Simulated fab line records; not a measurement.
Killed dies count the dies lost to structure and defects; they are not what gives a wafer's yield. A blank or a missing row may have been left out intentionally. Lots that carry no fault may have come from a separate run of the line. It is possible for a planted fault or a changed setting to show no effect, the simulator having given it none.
A sampling plan put to the test | flow ritCmos | one line in one fab, 30 faults in these records, each fault weighed on the records of the lots it struck
The plan consists of the line's own looks: route steps at which the wafer is read by a gauge or an inspection but not changed. Where struck wafers have a number at a look and the file lists that look's usual mean and standard deviation on fault-free wafers, the look can be judged. Caught: the struck wafers' mean, at a look after the fault's first step, is 4 or more of those standard deviations (sigma) away from the usual mean. On the tool: here the same test is run on the tool's own readings at the fault's steps. Caught also covers a different recipe on the struck wafers, or a record left blank for those wafers only.

== THE FAULTS, as the simulator had put them in ==
1. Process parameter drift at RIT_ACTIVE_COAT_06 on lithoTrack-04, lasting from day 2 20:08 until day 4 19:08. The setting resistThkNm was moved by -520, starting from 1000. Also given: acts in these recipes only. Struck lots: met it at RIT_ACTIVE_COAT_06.
2. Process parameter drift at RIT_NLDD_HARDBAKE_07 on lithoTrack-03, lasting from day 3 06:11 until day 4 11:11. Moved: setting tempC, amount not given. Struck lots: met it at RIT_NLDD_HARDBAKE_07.
3. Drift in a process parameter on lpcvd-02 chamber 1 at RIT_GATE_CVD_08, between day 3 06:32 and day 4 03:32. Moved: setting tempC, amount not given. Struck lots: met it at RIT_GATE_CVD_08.
4. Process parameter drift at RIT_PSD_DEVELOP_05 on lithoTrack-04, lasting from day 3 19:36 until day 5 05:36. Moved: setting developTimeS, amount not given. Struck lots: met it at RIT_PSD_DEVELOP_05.
5. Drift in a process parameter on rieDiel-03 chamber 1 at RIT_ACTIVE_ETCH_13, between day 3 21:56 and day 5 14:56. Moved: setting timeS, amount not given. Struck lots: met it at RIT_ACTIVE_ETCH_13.
6. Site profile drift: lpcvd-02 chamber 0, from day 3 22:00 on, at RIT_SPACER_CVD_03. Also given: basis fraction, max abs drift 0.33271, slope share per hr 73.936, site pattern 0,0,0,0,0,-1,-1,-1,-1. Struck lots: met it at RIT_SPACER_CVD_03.
7. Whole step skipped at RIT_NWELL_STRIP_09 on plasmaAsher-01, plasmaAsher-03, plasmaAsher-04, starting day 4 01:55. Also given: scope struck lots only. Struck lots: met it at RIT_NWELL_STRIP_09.
8. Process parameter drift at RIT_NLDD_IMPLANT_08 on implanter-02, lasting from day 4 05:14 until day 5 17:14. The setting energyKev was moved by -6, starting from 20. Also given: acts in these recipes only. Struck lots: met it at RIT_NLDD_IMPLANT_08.
9. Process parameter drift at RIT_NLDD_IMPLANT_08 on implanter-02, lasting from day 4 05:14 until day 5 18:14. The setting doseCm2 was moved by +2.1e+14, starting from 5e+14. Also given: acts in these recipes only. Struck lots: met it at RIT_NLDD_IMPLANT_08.
10. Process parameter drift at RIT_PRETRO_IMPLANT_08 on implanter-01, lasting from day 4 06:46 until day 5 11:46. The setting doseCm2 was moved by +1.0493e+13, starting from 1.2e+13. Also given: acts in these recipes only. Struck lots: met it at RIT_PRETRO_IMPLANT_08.
11. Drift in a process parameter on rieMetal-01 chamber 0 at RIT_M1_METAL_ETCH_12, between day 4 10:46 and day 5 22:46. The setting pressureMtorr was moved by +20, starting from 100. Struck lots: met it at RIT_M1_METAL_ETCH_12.
12. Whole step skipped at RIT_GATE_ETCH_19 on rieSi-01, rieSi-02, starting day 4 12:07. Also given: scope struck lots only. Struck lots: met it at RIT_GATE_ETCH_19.
13. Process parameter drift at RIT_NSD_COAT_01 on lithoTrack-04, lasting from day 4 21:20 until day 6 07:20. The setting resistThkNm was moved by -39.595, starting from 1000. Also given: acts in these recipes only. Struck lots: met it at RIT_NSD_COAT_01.
14. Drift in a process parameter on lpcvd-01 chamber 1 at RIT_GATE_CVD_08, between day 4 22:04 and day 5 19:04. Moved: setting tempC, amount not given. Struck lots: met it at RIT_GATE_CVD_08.
15. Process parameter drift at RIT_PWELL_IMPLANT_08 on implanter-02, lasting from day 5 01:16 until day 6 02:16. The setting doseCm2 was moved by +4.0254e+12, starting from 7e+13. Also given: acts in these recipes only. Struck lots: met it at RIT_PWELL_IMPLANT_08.
16. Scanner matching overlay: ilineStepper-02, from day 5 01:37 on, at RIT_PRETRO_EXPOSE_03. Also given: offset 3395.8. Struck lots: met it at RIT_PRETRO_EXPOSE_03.
17. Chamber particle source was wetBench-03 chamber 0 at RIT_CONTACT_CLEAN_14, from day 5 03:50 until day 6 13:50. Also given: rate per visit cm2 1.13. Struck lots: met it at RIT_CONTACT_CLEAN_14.
18. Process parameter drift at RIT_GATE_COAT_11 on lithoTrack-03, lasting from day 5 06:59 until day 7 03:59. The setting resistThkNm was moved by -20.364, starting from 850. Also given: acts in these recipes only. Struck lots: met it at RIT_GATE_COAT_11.
19. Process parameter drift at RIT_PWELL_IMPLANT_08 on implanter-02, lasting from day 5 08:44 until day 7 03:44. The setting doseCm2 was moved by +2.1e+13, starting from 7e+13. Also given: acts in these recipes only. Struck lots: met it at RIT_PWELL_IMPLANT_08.
20. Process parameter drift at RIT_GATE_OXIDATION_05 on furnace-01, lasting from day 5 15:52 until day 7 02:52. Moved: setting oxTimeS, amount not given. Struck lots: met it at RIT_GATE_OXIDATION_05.
21. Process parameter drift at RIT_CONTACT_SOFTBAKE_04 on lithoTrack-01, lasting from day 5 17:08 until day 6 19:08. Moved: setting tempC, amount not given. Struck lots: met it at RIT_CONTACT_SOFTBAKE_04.
22. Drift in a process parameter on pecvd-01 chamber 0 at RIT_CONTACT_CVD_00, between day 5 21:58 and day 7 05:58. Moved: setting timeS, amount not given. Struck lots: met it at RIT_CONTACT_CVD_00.
23. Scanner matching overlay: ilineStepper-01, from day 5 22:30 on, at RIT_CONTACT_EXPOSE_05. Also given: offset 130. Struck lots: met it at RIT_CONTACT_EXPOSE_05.
24. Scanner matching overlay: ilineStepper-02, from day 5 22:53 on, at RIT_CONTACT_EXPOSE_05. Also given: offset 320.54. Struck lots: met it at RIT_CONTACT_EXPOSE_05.
25. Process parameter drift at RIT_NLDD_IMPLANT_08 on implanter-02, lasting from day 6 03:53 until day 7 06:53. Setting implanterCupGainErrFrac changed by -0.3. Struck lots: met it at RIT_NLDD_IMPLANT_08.
26. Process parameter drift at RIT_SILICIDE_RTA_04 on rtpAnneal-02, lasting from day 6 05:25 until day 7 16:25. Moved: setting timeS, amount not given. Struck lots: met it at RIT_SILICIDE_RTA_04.
27. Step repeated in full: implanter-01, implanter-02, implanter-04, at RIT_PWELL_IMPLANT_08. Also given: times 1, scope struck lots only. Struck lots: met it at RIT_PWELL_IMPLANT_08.
28. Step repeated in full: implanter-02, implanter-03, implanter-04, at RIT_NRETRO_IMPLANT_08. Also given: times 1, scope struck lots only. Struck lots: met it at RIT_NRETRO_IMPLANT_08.
29. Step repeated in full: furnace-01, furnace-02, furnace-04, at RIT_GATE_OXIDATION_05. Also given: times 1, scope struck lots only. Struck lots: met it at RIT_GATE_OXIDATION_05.
30. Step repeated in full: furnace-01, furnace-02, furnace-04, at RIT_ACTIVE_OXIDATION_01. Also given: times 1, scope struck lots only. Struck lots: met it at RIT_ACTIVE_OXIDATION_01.

== WHAT THE PLAN SAW ==
fault | on the tool itself                               | first look that catches it                      | reading, sigma            | median hours from its first step to that look | hours from the fault's start to the first struck lot there | judged looks passed uncaught
1     | no reading that can be judged                    | RIT_ACTIVE_CD_MEAS_11                           | cdNm -25                  | 0.7                                           | 5                                                          | 0
2     | heaterPowerTotalW +99 or beyond sigma            | no look after it can be judged                  | -                         | -                                             | -                                                          | 0
3     | susceptorTempC -24 sigma                         | RIT_GATE_THK_MEAS_09                            | GATE_POLY_THK -15         | 1.6                                           | 8                                                          | 0
4     | no reading that can be judged                    | RIT_PSD_TW_MEAS_10                              | PSD_TW -99 or beyond      | 1.1                                           | 3                                                          | 0
5     | runLengthS -41 sigma                             | no look after it can be judged                  | -                         | -                                             | -                                                          | 0
6     | under 2 sigma                                    | RIT_SPACER_THK_MEAS_04                          | SPACER_NITRIDE_THK -17    | 1.9                                           | 7                                                          | 0
7     | the tool's record is blank for the struck wafers | RIT_PWELL_TW_MEAS_10                            | PWELL_TW -76              | 1.9                                           | 5                                                          | 0
8     | beamEnergyKeV -99 or beyond sigma                | RIT_NLDD_TW_MEAS_10                             | NLDD_TW -11               | 0.3                                           | 5                                                          | 0
9     | doseIonsCm2 +99 or beyond sigma                  | RIT_NLDD_TW_MEAS_10                             | NLDD_TW +10               | 0.3                                           | 5                                                          | 0
10    | doseIonsCm2 +99 or beyond sigma                  | RIT_PRETRO_TW_MEAS_10                           | PRETRO_TW +16             | 0.3                                           | 3                                                          | 0
11    | chamberPressureMTorr +99 or beyond sigma         | no look after it can be judged                  | -                         | -                                             | -                                                          | 0
12    | the tool's record is blank for the struck wafers | no look after it can be judged                  | -                         | -                                             | -                                                          | 0
13    | under 2 sigma                                    | not the one look that can be judged after it    | -                         | -                                             | -                                                          | 1
14    | susceptorTempC +65 sigma                         | RIT_GATE_THK_MEAS_09                            | GATE_POLY_THK +50         | 1.6                                           | 6                                                          | 0
15    | doseIonsCm2 +57 sigma                            | RIT_WELLDRIVE_RS_MEAS_02                        | PWELL_RS -8.9             | 5.6                                           | 11                                                         | 0
16    | under 2 sigma                                    | RIT_PRETRO_OVL_MEAS_06                          | PRETRO_OVL +99 or beyond  | 0.4                                           | 3                                                          | 0
17    | under 2 sigma                                    | no look after it can be judged                  | -                         | -                                             | -                                                          | 0
18    | no reading that can be judged                    | none of the 2 looks that can be judged after it | -                         | -                                             | -                                                          | 2
19    | doseIonsCm2 +99 or beyond sigma                  | RIT_PWELL_TW_MEAS_10                            | PWELL_TW +6.0             | 0.3                                           | 3                                                          | 0
20    | under 2 sigma                                    | RIT_GATE_THK_MEAS_07                            | GATE_OXIDE_THK +27        | 1.3                                           | 7                                                          | 0
21    | heaterPowerTotalW -38 sigma                      | not the one look that can be judged after it    | -                         | -                                             | -                                                          | 1
22    | runLengthS -14 sigma                             | RIT_CONTACT_THK_MEAS_01                         | CONTACT_TEOS_THK -10      | 0.1                                           | 8                                                          | 0
23    | no reading that can be judged                    | RIT_CONTACT_OVL_MEAS_09                         | CONTACT_OVL +86           | 0.6                                           | 3                                                          | 0
24    | no reading that can be judged                    | RIT_CONTACT_OVL_MEAS_09                         | CONTACT_OVL +99 or beyond | 0.6                                           | 13                                                         | 0
25    | beamOnS +20 sigma                                | RIT_NLDD_TW_MEAS_10                             | NLDD_TW +12               | 0.3                                           | 2                                                          | 0
26    | under 2 sigma                                    | none of the 8 looks that can be judged after it | -                         | -                                             | -                                                          | 8
27    | no reading that can be judged                    | RIT_PWELL_TW_MEAS_10                            | PWELL_TW +19              | 0.6                                           | -                                                          | 0
28    | no reading that can be judged                    | RIT_NRETRO_TW_MEAS_10                           | NRETRO_TW +30             | 0.6                                           | -                                                          | 0
29    | under 2 sigma                                    | RIT_GATE_THK_MEAS_07                            | GATE_OXIDE_THK +32        | 3.5                                           | -                                                          | 0
30    | under 2 sigma                                    | RIT_ACTIVE_THK_MEAS_02                          | ACTIVE_OXIDE_THK +31      | 4.8                                           | -                                                          | 0
A dash: the fault isn't caught, or these records don't give the number.

Caught at a look: 21 of 30. Caught on the tool: 15 of 30. By one or the other: 26 of 30.
On the tool alone, faults 2, 5, 11, 12, 21 were caught.
Caught at a look alone: faults 1, 4, 6, 16, 20, 23, 24, 27, 28, 29, 30.
Caught by neither: faults 13, 17, 18, 26.

== THINNER SAMPLING ==
If the look that catches a fault measured only every second or every third lot, by lot number, the first struck lot would be measured this late in the worst case:
fault | struck lots at that look, in order of time | every lot | every second lot | every third lot
1     | L271, L279                                 | 5 h       | may miss all 2   | may miss all 2
3     | L798, L800                                 | 8 h       | may miss all 2   | may miss all 2
4     | L819, L820, L821                           | 3 h       | 8 h              | 12 h
6     | L860, L862, L863                           | 7 h       | 20 h             | may miss all 3
7     | L329, L330, L331                           | 5 h       | 9 h              | 13 h
8     | L799, L800, L802                           | 5 h       | 9 h              | may miss all 3
9     | L781, L782, L784                           | 5 h       | 9 h              | may miss all 3
10    | L185, L190                                 | 3 h       | 27 h             | may miss all 2
14    | L192, L194                                 | 6 h       | may miss all 2   | may miss all 2
15    | L695, L696, L697                           | 11 h      | 16 h             | 21 h
16    | L118, L121, L122, L124                     | 3 h       | 18 h             | may miss all 4
19    | L465, L466                                 | 3 h       | 8 h              | may miss all 2
20    | L521, L522                                 | 7 h       | 11 h             | may miss all 2
22    | L153                                       | 8 h       | may miss it      | may miss it
23    | L964, L965, L970, L971                     | 3 h       | 8 h              | may miss all 4
24    | L199, L200, L201, L202                     | 13 h      | 17 h             | 23 h
25    | L908, L910                                 | 2 h       | may miss all 2   | may miss all 2
Hours are from the fault's start to the first struck lot that is measured. Since the struck wafers were tested as one group against 4 sigma, a single lot by itself may lie under the limit. Other struck lots may not be in these records.

== THE LONGEST TIMED WAY FROM STEP TO LOOK ==
In fault 15, a median of 5.6 hours elapses between RIT_PWELL_IMPLANT_08 and RIT_WELLDRIVE_RS_MEAS_02. No look between them can be judged.
